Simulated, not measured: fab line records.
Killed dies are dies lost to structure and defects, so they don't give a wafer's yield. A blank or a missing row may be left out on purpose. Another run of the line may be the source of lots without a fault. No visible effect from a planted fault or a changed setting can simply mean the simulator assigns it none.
fab line records	flow berkeley-cmos170
record: lots: 13	wafers: 39	last-day: 11
route steps=331 shown SPACER@174
lots untouched by any fault: they come from a run of this same line in which no faults occurred
start-h: start of the lot's first displayed wafer, in hours after the record's first day	wait-h: hours elapsed since this lot's preceding step	" unchanged from the row above	L1.1+2: a row that stands for several wafers	- no value present, or no start provided	* or withheld: withheld	< > ~ a bound
route shown NAME@n: a module of which the file shows steps, and the number in the route of the first	usual: mean and standard deviation over wafers with no fault	same: alike in all rows	chamber/n: place in a boat	sites: per-site readings	_std_site: the values' standard deviation	_edge_site: inner sites' mean taken away from outer sites' mean	radius-mm: for every site, how far away it sits from the centre of the wafer	mask NAME#n: copy n	behind: tool/chamber where the wafer was last shaped	hold: cause of the lot's hold/its duration in hours/its outcome	device: the transistor (n, p or np) that didn't switch	end of line: tests of these same wafers at the route's end	a step given without rows: its recipe and nothing more	killed: dies that structure and defects cost at the first sort, which is not the same as the wafer's yield	map: per-die view of a wafer (x killed, . not killed, _ where there is no die)
set.NAME: the setting as run; set.NAME@STEP: as run at that earlier step	model.NAME: the simulator's own value behind a step, which no gauge read
route steps across a sampled set of lots; one table per step, one row per wafer
services: when a tool's chamber went out of use (start-h, in hours from the record's first day, below 0 if earlier), for how many hours, and the reason
== steps ==
step: UCB170_SPACER_ETCHBACK_03
recipe: stop-on: Si	target: SiO2	chemistry: CHF3/CF4/Ar	CHF3_flow_sccm: 50	cf4-flow-sccm: 10	Ar_flow_sccm: 120	pressure-mtorr: 200	rf-w: 500	target-depth-a: 3760	time-s: 100
usual: drypump-motor-current-A: 5.8/0.45	oes-product-au: 0.902/0.018	throttle-valve-pct: 6.45/0.11
lot.wafer	tool	chamber	start-h	wait-h	drypump-motor-current-A	oes-product-au	rf-hours-counter-h	throttle-valve-pct
L514.1	rie-diel-04	1	140.97	0.0	5.2	0.903	79	6.56
L514.2	"	3	"	"	6.0	0.878	10	6.36
L514.3	"	2	"	"	6.3	0.893	142	6.42
L515.1	rie-diel-01	3	140.97	0.0	6.3	0.905	63	6.59
L515.4	"	2	"	"	5.8	0.912	-	6.42
L515.6	"	1	"	"	6.2	0.893	-	6.40
L517.1	rie-diel-03	3	148.86	0.0	6.1	0.863	40	6.53
L517.4	"	2	"	"	6.2	0.896	35	6.55
L517.5	"	3	"	"	6.1	0.875	-	6.53
L518.1	rie-diel-01	1	148.86	0.0	6.2	0.894	19	6.40
L518.2	"	2	"	"	5.8	0.918	141	6.43
L518.5	"	3	"	"	6.3	0.900	-	6.59
L519.1	rie-diel-04	1	163.00	0.0	5.2	0.911	80	6.54
L519.3	"	3	"	"	6.0	0.881	11	6.35
L519.4	"	0	"	"	5.6	0.927	37	6.26
L520.3	rie-diel-03	3	163.00	0.0	6.1	0.888	40	6.53
L520.4	"	1	"	"	5.3	0.935	32	6.28
L520.5	"	1	"	"	5.3	0.938	-	6.27
L521.1	rie-diel-03	2	167.20	0.0	6.2	0.871	36	6.53
L521.3	"	1	"	"	5.3	0.917	32	6.28
L521.4	"	0	"	"	5.0	0.901	16	6.45
L522.4	rie-diel-01	0	168.78	0.0	5.9	0.904	1	6.61
L522.5	"	3	"	"	6.4	0.913	-	6.58
L522.6	"	2	"	"	5.8	0.918	-	6.43
L523.1	rie-diel-04	2	168.78	0.0	6.3	0.885	143	6.43
L523.3	"	3	"	"	5.9	0.883	12	6.36
L523.4	"	1	"	"	5.2	0.916	81	6.55
L524.1	rie-diel-04	1	186.84	0.0	5.1	0.910	82	6.52
L524.4	"	3	"	"	6.0	0.876	13	6.37
L524.5	"	0	"	"	5.6	0.925	-	6.28
L530.1	rie-diel-04	1	215.95	0.0	5.2	0.912	83	6.53
L530.2	"	0	"	"	5.6	0.807	40	6.26
L530.6	"	1	"	"	5.2	0.940	-	6.54
L535.2	rie-diel-01	0	230.19	0.1	5.9	0.889	4	6.60
L535.5	"	1	"	"	6.2	0.901	-	6.41
L535.6	"	0	"	"	5.9	0.902	-	6.61
L536.1	rie-diel-03	1	230.19	0.1	5.3	0.898	35	6.27
L536.3	"	3	"	"	6.0	0.890	43	6.54
L536.4	"	0	"	"	5.0	0.900	-	6.46
== services ==
tool	chamber	start-h	hours	kind
rie-diel-01	0	136.68	-	clean
rie-diel-01	0	136.68	19.3	scheduled-down
rie-diel-01	0	136.68	19.3	vent-cycle
rie-diel-04	2	147.36	1.2	repair
rie-diel-03	-	182.64	1.0	repair
rie-diel-03	3	185.49	9.0	repair
rie-diel-04	2	211.72	-	clean
rie-diel-04	2	211.72	14.3	scheduled-down
rie-diel-04	2	211.72	14.3	vent-cycle
rie-diel-01	2	218.03	-	clean
rie-diel-01	2	218.03	17.9	scheduled-down
rie-diel-01	2	218.03	17.9	vent-cycle
rie-diel-03	2	224.49	6.0	repair
rie-diel-04	-	229.03	28.1	pm
== key ==
first-sign: step: UCB170_SPACER_ETCHBACK_03	reading: oes-product-au	direction: down	sigmas: 5.3	usual: 0.902	struck: 0.807
effect none on later readings
met-at UCB170_SPACER_ETCHBACK_03
struck-lots L530
struck-wafers L530.2
later-rows-left-out L530.2
sort-left-out L530.2
tester-left-out L530
onset-between 186.84 215.95
fault: kind: process-parameter-drift	tool: rie-diel-04	chamber: 0	onset-h: 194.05	steps: UCB170_SPACER_ETCHBACK_03	channel: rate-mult	offset: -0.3	shape: step	end-h: 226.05
tester-left-out: of these lots the tester's yield and bins aren't shown, on N5 and GAA mostly nor the transistor test; their killed dies are dies lost to structure and defects alone, not to doping, threshold or leakage, so they don't give the yield
sort-left-out: the simulated sort isn't trusted on such a fault, so these wafers' sort isn't shown, and their yield isn't known
later-rows-left-out: the simulator's readings of these wafers behind a module that went badly wrong aren't trusted and aren't shown, but for the sort
